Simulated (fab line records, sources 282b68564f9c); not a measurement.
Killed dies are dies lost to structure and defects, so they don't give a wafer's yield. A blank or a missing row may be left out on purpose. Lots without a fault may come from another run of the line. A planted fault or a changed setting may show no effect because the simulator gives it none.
fab line records | flow rit_cmos
record lots=7 wafers=21 last_day=8
route steps=202 shown SDANNEAL@153 PSD@157 NSD@158 PLDD@159 NLDD@160 SILICIDE@161 M1@202
lots that met no fault: from a run of the same line without faults
start_h: hours from the record's first day to the start of the lot's first wafer shown | wait_h: hours since the lot's step before | " the same as in the row above | L1.1+2: a row that stands for several wafers | - no value, or no start given | * or withheld: withheld | < > ~ a bound
route shown NAME@n: a module of which the file shows steps, and the number in the route of the first | usual: mean/standard deviation of fault-free wafers | same: alike in all rows | chamber/n: place in a boat | sites: the reading at each site | _std_site: their standard deviation | _edge_site: outer sites' mean less inner sites' | radius_mm: how far each site lies from the wafer's centre | mask NAME#n: copy n | behind: the tool/chamber that last shaped the wafer | hold: why the lot was held/for how many hours/how that ended | device: the transistor (n, p or np) that didn't switch | end of line: the same wafers' tests at the end of the route | a step without rows: its recipe alone | killed: dies lost to structure and defects at the first sort, not the wafer's yield | map: a wafer's dies, x killed, . not, _ none there
set.NAME: the setting as run; set.NAME@STEP: as run at that earlier step | model.NAME: the simulator's own value behind a step, which no gauge read
lots at some steps of the route; a table a step, a row a wafer
services: from which hour (start_h, from the record's first day; less than 0 if before it) a tool's chamber was out of use, for how many hours, and why
## steps
# step RIT_SDANNEAL_CLEAN_00
# recipe chemistry=SC1 mix=3:3:50 time_s=600 temp_c=74.13
# step RIT_SDANNEAL_CLEAN_01
# recipe chemistry=dHF dilution=50:1 time_s=30
# step RIT_SDANNEAL_CLEAN_02
# recipe chemistry=SC2 mix=3:3:50 time_s=600 temp_c=75 dry=n2_spin
# step RIT_SDANNEAL_RTA_03
# recipe temp_c=1050 time_s=5 idle_temp_c=600 ramp_up_c_per_s=342 ramp_down_c_per_s=171 cool_to_c=600 ambient=N2
# usual wafer_temp_C_max=1053.4/1.3
# columns lot.wafer tool chamber start_h wait_h wafer_temp_C_max
L338.1 rtp_anneal-02 0 83.41 0.0 1053.4
L338.2 " 0 " " 1055.9
L338.5 " 0 " " 1053.3
L343.3 rtp_anneal-01 0 107.73 0.0 1053.9
L343.4 " 0 " " 1052.1
L343.6 " 0 " " 1055.4
L344.1 rtp_anneal-02 0 110.52 0.0 1051.4
L344.3 " 0 " " 1055.0
L344.4 " 0 " " 1054.8
L353.1 rtp_anneal-01 0 162.43 0.0 1053.2
L353.3 " 0 " " 1054.4
L353.4 " 0 " " 1053.7
L354.3 rtp_anneal-02 0 162.70 0.0 1051.6
L354.4 " 0 " " 1053.1
L354.5 " 0 " " 1054.0
L356.1 rtp_anneal-02 0 177.36 0.0 1054.9
L356.4 " 0 " " 1053.6
L356.6 " 0 " " 1054.9
L357.1 rtp_anneal-01 0 189.37 0.0 1054.3
L357.4 " 0 " " 1052.9
L357.6 " 0 " " 1052.3
# step RIT_SDANNEAL_RS_MEAS_04
# recipe thk_meas_gauge=four-point-probe
# usual PSD_RS=115.9/0.31
# columns lot.wafer tool chamber start_h wait_h PSD_RS[ohm/sq]
L338.1 film_metro-03 - 83.47 0.0 115.7
L338.2 " - " " 115.5
L338.5 " - " " 116.0
L343.3 film_metro-03 - 107.85 0.1 115.8
L343.4 " - " " 116.3
L343.6 " - " " 116.0
L344.1 film_metro-03 - 110.58 0.0 115.6
L344.3 " - " " 116.0
L344.4 " - " " 115.7
L353.1 film_metro-03 - 162.49 0.0 115.5
L353.3 " - " " 116.2
L353.4 " - " " 115.9
L354.3 film_metro-01 - 162.77 0.1 116.4
L354.4 " - " " 116.2
L354.5 " - " " 116.3
L356.1 film_metro-01 - 177.42 0.0 115.9
L356.4 " - " " 115.7
L356.6 " - " " 116.6
L357.1 film_metro-02 - 189.43 0.0 115.4
L357.4 " - " " 115.4
L357.6 " - " " 115.3
# step RIT_SDANNEAL_RS_MEAS_05
# recipe thk_meas_gauge=four-point-probe
# usual NSD_RS=84.61/0.26
# columns lot.wafer tool chamber start_h wait_h NSD_RS[ohm/sq]
L338.1 film_metro-03 - 83.59 0.1 84.68
L338.2 " - " " 84.09
L338.5 " - " " 84.47
L343.3 film_metro-03 - 107.97 0.1 84.67
L343.4 " - " " 84.78
L343.6 " - " " 84.78
L344.1 film_metro-03 - 110.70 0.1 85.06
L344.3 " - " " 85.04
L344.4 " - " " 84.84
L353.1 film_metro-03 - 162.61 0.1 84.16
L353.3 " - " " 84.50
L353.4 " - " " 84.26
L354.3 film_metro-01 - 162.89 0.1 84.81
L354.4 " - " " 84.75
L354.5 " - " " 84.94
L356.1 film_metro-01 - 177.54 0.1 84.89
L356.4 " - " " 84.57
L356.6 " - " " 84.79
L357.1 film_metro-02 - 189.55 0.1 84.62
L357.4 " - " " 84.79
L357.6 " - " " 84.76
# step RIT_SDANNEAL_RS_MEAS_06
# recipe thk_meas_gauge=four-point-probe
# usual PLDD_RS=178.7/0.52
# columns lot.wafer tool chamber start_h wait_h PLDD_RS[ohm/sq]
L338.1 film_metro-03 - 83.71 0.1 178.6
L338.2 " - " " 178.1
L338.5 " - " " 178.7
L343.3 film_metro-03 - 108.09 0.1 178.1
L343.4 " - " " 178.4
L343.6 " - " " 178.1
L344.1 film_metro-03 - 110.82 0.1 178.5
L344.3 " - " " 178.6
L344.4 " - " " 178.3
L353.1 film_metro-03 - 162.73 0.1 177.8
L353.3 " - " " 177.9
L353.4 " - " " 178.0
L354.3 film_metro-01 - 163.01 0.1 179.2
L354.4 " - " " 179.3
L354.5 " - " " 179.2
L356.1 film_metro-01 - 177.66 0.1 179.0
L356.4 " - " " 178.2
L356.6 " - " " 179.3
L357.1 film_metro-02 - 189.67 0.1 178.3
L357.4 " - " " 178.0
L357.6 " - " " 178.1
# step RIT_SDANNEAL_RS_MEAS_07
# recipe thk_meas_gauge=four-point-probe
# usual NLDD_RS=151.8/0.59
# columns lot.wafer tool chamber start_h wait_h NLDD_RS[ohm/sq]
L338.1 film_metro-03 - 83.83 0.1 151.3
L338.2 " - " " 151.7
L338.5 " - " " 152.0
L343.3 film_metro-03 - 108.21 0.1 151.6
L343.4 " - " " 151.1
L343.6 " - " " 151.3
L344.1 film_metro-03 - 110.94 0.1 150.4
L344.3 " - " " 150.8
L344.4 " - " " 150.8
L353.1 film_metro-03 - 162.85 0.1 152.4
L353.3 " - " " 151.9
L353.4 " - " " 152.0
L354.3 film_metro-01 - 163.13 0.1 151.7
L354.4 " - " " 152.4
L354.5 " - " " 152.9
L356.1 film_metro-01 - 177.78 0.1 151.7
L356.4 " - " " 151.9
L356.6 " - " " 152.5
L357.1 film_metro-02 - 189.79 0.1 152.3
L357.4 " - " " 151.7
L357.6 " - " " 151.9
# step RIT_SILICIDE_WET_ETCH_00
# recipe chemistry=BOE target=SiO2 target_depth_nm=14 time_s=15 dry=n2_spin dilution=10:1 temp_c=21.5
# step RIT_SILICIDE_SPUTTER_01
# recipe material=Ti target_thk_nm=30 power_w=350 chamber_pressure_pa=0.667 gas=Ar time_s=240 substrate_temp_c=25
# usual throttle_valve_pct=30.2/0.82
# columns lot.wafer tool chamber start_h wait_h throttle_valve_pct
L338.1 pvd_sputter-04 - 83.96 0.0 29.7
L338.2 " - " " 29.4
L338.5 " - " " 29.9
L343.3 pvd_sputter-04 - 108.30 0.0 31.8
L343.4 " - " " 29.9
L343.6 " - " " 31.0
L344.1 pvd_sputter-03 - 111.07 0.0 29.5
L344.3 " - " " 29.5
L344.4 " - " " 30.6
L353.1 pvd_sputter-02 - 162.99 0.0 30.3
L353.3 " - " " 30.0
L353.4 " - " " 30.6
L354.3 pvd_sputter-04 - 163.23 0.0 30.0
L354.4 " - " " 31.6
L354.5 " - " " 29.7
L356.1 pvd_sputter-04 - 177.92 0.0 29.8
L356.4 " - " " 30.9
L356.6 " - " " 29.8
L357.1 pvd_sputter-02 - 189.93 0.0 28.7
L357.4 " - " " 29.8
L357.6 " - " " 29.9
# step RIT_SILICIDE_RS_MEAS_02
# recipe thk_meas_gauge=four-point-probe reads=Ti_of_SILICIDE_SPUTTER_01
# usual SILICIDE_TI_RS=48.1/0.47
# columns lot.wafer tool chamber start_h wait_h SILICIDE_TI_RS[ohm/sq]
L338.1 film_metro-01 - 84.11 0.1 47.9
L338.2 " - " " 47.4
L338.5 " - " " 47.4
L343.3 film_metro-04 - 108.49 0.1 48.5
L343.4 " - " " 48.3
L343.6 " - " " 48.3
L344.1 film_metro-01 - 111.22 0.1 48.7
L344.3 " - " " 48.7
L344.4 " - " " 48.5
L353.1 film_metro-04 - 163.14 0.1 47.9
L353.3 " - " " 47.7
L353.4 " - " " 48.3
L354.3 film_metro-03 - 163.42 0.1 48.2
L354.4 " - " " 48.2
L354.5 " - " " 48.4
L356.1 film_metro-03 - 178.07 0.1 48.4
L356.4 " - " " 47.5
L356.6 " - " " 48.1
L357.1 film_metro-03 - 190.08 0.1 47.9
L357.4 " - " " 48.2
L357.6 " - " " 48.2
# step RIT_SILICIDE_THK_MEAS_03
# recipe thk_meas_gauge=xrf reads=Ti_of_SILICIDE_SPUTTER_01
# usual SILICIDE_TI_THK=29.42/0.28
# columns lot.wafer tool chamber start_h wait_h SILICIDE_TI_THK[nm]
L338.1 film_metro-01 - 84.23 0.1 29.81
L338.2 " - " " 30.08
L338.5 " - " " 30.07
L343.3 film_metro-04 - 108.59 0.1 29.17
L343.4 " - " " 29.22
L343.6 " - " " 29.23
L344.1 film_metro-01 - 111.34 0.1 29.30
L344.3 " - " " 29.40
L344.4 " - " " 29.47
L353.1 film_metro-04 - 163.26 0.1 29.31
L353.3 " - " " 29.39
L353.4 " - " " 29.17
L354.3 film_metro-03 - 163.52 0.1 29.24
L354.4 " - " " 29.07
L354.5 " - " " 29.01
L356.1 film_metro-03 - 178.19 0.1 29.22
L356.4 " - " " 29.53
L356.6 " - " " 29.24
L357.1 film_metro-03 - 190.20 0.1 29.54
L357.4 " - " " 29.31
L357.6 " - " " 29.22
# step RIT_SILICIDE_RTA_04
# recipe temp_c=650 time_s=10 idle_temp_c=25 ramp_up_s=5 ramp_down_s=5 cool_to_c=25 ambient=N2
# usual wafer_temp_C_max=653.0/0.73
# columns lot.wafer tool chamber start_h wait_h wafer_temp_C_max
L338.1 rtp_anneal-01 0 84.29 0.1 653.4
L338.2 " 0 " " 651.8
L338.5 " 0 " " 652.7
L343.3 rtp_anneal-02 0 108.66 0.1 652.9
L343.4 " 0 " " 652.2
L343.6 " 0 " " 651.9
L344.1 rtp_anneal-01 0 111.40 0.1 652.6
L344.3 " 0 " " 652.6
L344.4 " 0 " " 653.0
L353.1 rtp_anneal-01 0 163.32 0.1 793.1
L353.3 " 0 " " 792.7
L353.4 " 0 " " 793.2
L354.3 rtp_anneal-01 0 163.58 0.1 793.2
L354.4 " 0 " " 794.0
L354.5 " 0 " " 793.3
L356.1 rtp_anneal-01 0 178.25 0.1 792.3
L356.4 " 0 " " 793.1
L356.6 " 0 " " 792.8
L357.1 rtp_anneal-02 0 190.26 0.1 652.3
L357.4 " 0 " " 652.1
L357.6 " 0 " " 651.9
# step RIT_SILICIDE_WET_ETCH_05
# recipe chemistry=SPM target=Ti temp_c=90 time_s=120 dry=n2_spin
# step RIT_M1_PROBE_99
# usual killed_at_front_end=7/3.1 killed_dies=7/3.1 killed_open=3.6/2.2 killed_short=3.4/2.1
# same gross_dies=264 killed_at_M0_to_M3=0 killed_at_M4_up=0 killed_at_back_side=0 killed_at_contacts=0 killed_at_other=0
# columns lot.wafer tool chamber start_h wait_h killed_at_front_end killed_dies killed_open killed_short
L338.1 prober-01 - 91.06 0.1 11 11 2 9
L338.2 prober-01 - 91.11 0.1 7 7 3 4
L338.5 prober-01 - 91.26 0.2 14 14 7 7
L343.3 prober-02 - 115.29 0.2 8 8 6 2
L343.4 prober-02 - 115.34 0.2 9 9 5 4
L343.6 prober-02 - 115.44 0.2 5 5 4 1
L344.1 prober-01 - 118.23 0.1 6 6 5 1
L344.3 prober-01 - 118.33 0.2 9 9 2 7
L344.4 prober-01 - 118.38 0.2 4 4 2 2
L353.1 prober-01 - 170.01 0.1 9 9 4 5
L353.3 prober-01 - 170.11 0.2 8 8 5 3
L353.4 prober-01 - 170.16 0.2 8 8 6 2
L354.3 prober-02 - 171.61 0.2 7 7 2 5
L354.4 prober-02 - 171.66 0.2 12 12 8 4
L354.5 prober-02 - 171.71 0.2 14 14 7 7
L356.1 prober-02 - 185.02 0.1 3 3 2 1
L356.4 prober-02 - 185.17 0.2 7 7 1 6
L356.6 prober-02 - 185.27 0.2 4 4 4 0
L357.1 prober-01 - 197.28 0.1 7 7 6 1
L357.4 prober-01 - 197.43 0.2 9 9 4 5
L357.6 prober-01 - 197.53 0.2 8 8 3 5
# killed by level:class
L338.1 GATE:geometric_particle:short=5 FOX1:geometric_particle:short=2 FOX2:geometric_particle:short=2 GATE:geometric_particle:open=2
L338.2 GATE:geometric_particle:short=2 GATE:geometric_particle:open=2 FOX1:geometric_particle:open=1 FOX2:geometric_particle:short=1 REOX:geometric_particle:short=1
L338.5 GATE:geometric_particle:short=4 FOX2:geometric_particle:open=2 GATE:geometric_particle:open=2 SILICIDE:geometric_particle:short=2 SILICIDE:geometric_particle:open=2 FOX1:geometric_particle:open=1 FOX1:geometric_particle:short=1
L343.3 FOX2:geometric_particle:open=2 SPACER:geometric_particle:open=2 FOX1:geometric_particle:open=1 FOX2:geometric_particle:short=1 GATE:geometric_particle:open=1 SPACER:geometric_particle:short=1
L343.4 FOX2:geometric_particle:open=2 GATE:geometric_particle:open=2 GATE:geometric_particle:short=2 FOX1:geometric_particle:short=1 REOX:geometric_particle:open=1 SILICIDE:geometric_particle:short=1
L343.6 GATE:geometric_particle:open=3 FOX1:geometric_particle:open=1 SILICIDE:geometric_particle:short=1
L344.1 GATE:geometric_particle:open=3 FOX2:geometric_particle:open=2 FOX2:geometric_particle:short=1
L344.3 REOX:geometric_particle:short=4 GATE:geometric_particle:short=2 SPACER:geometric_particle:open=1 SILICIDE:geometric_particle:short=1 SILICIDE:geometric_particle:open=1
L344.4 FOX1:geometric_particle:open=1 GATE:geometric_particle:short=1 SPACER:geometric_particle:short=1 SPACER:geometric_particle:open=1
L353.1 REOX:geometric_particle:short=4 GATE:geometric_particle:open=3 GATE:geometric_particle:short=1 REOX:geometric_particle:open=1
L353.3 GATE:geometric_particle:open=2 SILICIDE:geometric_particle:open=2 FOX1:geometric_particle:short=1 GATE:geometric_particle:short=1 REOX:geometric_particle:open=1 SILICIDE:geometric_particle:short=1
L353.4 GATE:geometric_particle:open=4 GATE:geometric_particle:short=1 REOX:geometric_particle:open=1 REOX:geometric_particle:short=1 SILICIDE:geometric_particle:open=1
L354.3 GATE:geometric_particle:short=4 FOX2:geometric_particle:short=1 GATE:geometric_particle:open=1 SPACER:geometric_particle:open=1
L354.4 SPACER:geometric_particle:open=3 GATE:geometric_particle:open=2 GATE:geometric_particle:short=2 REOX:geometric_particle:open=2 FOX1:geometric_particle:open=1 FOX1:geometric_particle:short=1 REOX:geometric_particle:short=1
L354.5 GATE:geometric_particle:open=7 GATE:geometric_particle:short=4 FOX1:geometric_particle:short=2 SPACER:geometric_particle:short=1
L356.1 FOX2:geometric_particle:open=1 FOX2:geometric_particle:short=1 SPACER:geometric_particle:open=1
L356.4 SILICIDE:geometric_particle:short=3 FOX2:geometric_particle:short=1 GATE:geometric_particle:open=1 GATE:geometric_particle:short=1 REOX:geometric_particle:short=1
L356.6 REOX:geometric_particle:open=3 FOX2:geometric_particle:open=1
L357.1 GATE:geometric_particle:open=4 REOX:geometric_particle:open=1 SPACER:geometric_particle:open=1 SPACER:geometric_particle:short=1
L357.4 FOX1:geometric_particle:open=3 FOX1:geometric_particle:short=2 REOX:geometric_particle:short=2 GATE:geometric_particle:short=1 GATE:geometric_particle:open=1
L357.6 FOX1:geometric_particle:open=2 GATE:geometric_particle:short=2 REOX:geometric_particle:short=2 GATE:geometric_particle:open=1 SPACER:geometric_particle:short=1
## services
# columns tool chamber start_h hours kind
pvd_sputter-03 - 102.73 1.9 repair
pvd_sputter-02 - 119.12 4.2 repair
pvd_sputter-04 - 163.92 3.6 repair
## key
first_sign step=RIT_SILICIDE_RTA_04 reading=wafer_temp_C_max direction=up sigmas=99+ usual=* struck=*
effect none on later readings
met_at RIT_SILICIDE_RTA_04
struck_wafers L353.1,L353.3,L353.4,L354.3,L354.4,L354.5,L356.1,L356.4,L356.6
tester_left_out L353,L354,L356
onset_between 111.40 163.32
fault kind=process_parameter_drift tool=rtp_anneal-01 chamber=- onset_h=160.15 steps=RIT_SILICIDE_RTA_04 channel=temp_c offset=* shape=step end_h=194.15 acts_in=* stated=*
# tester_left_out: of these lots the tester's yield and bins aren't shown, on N5 and GAA mostly nor the transistor test; their killed dies are dies lost to structure and defects alone, not to doping, threshold or leakage, so they don't give the yield
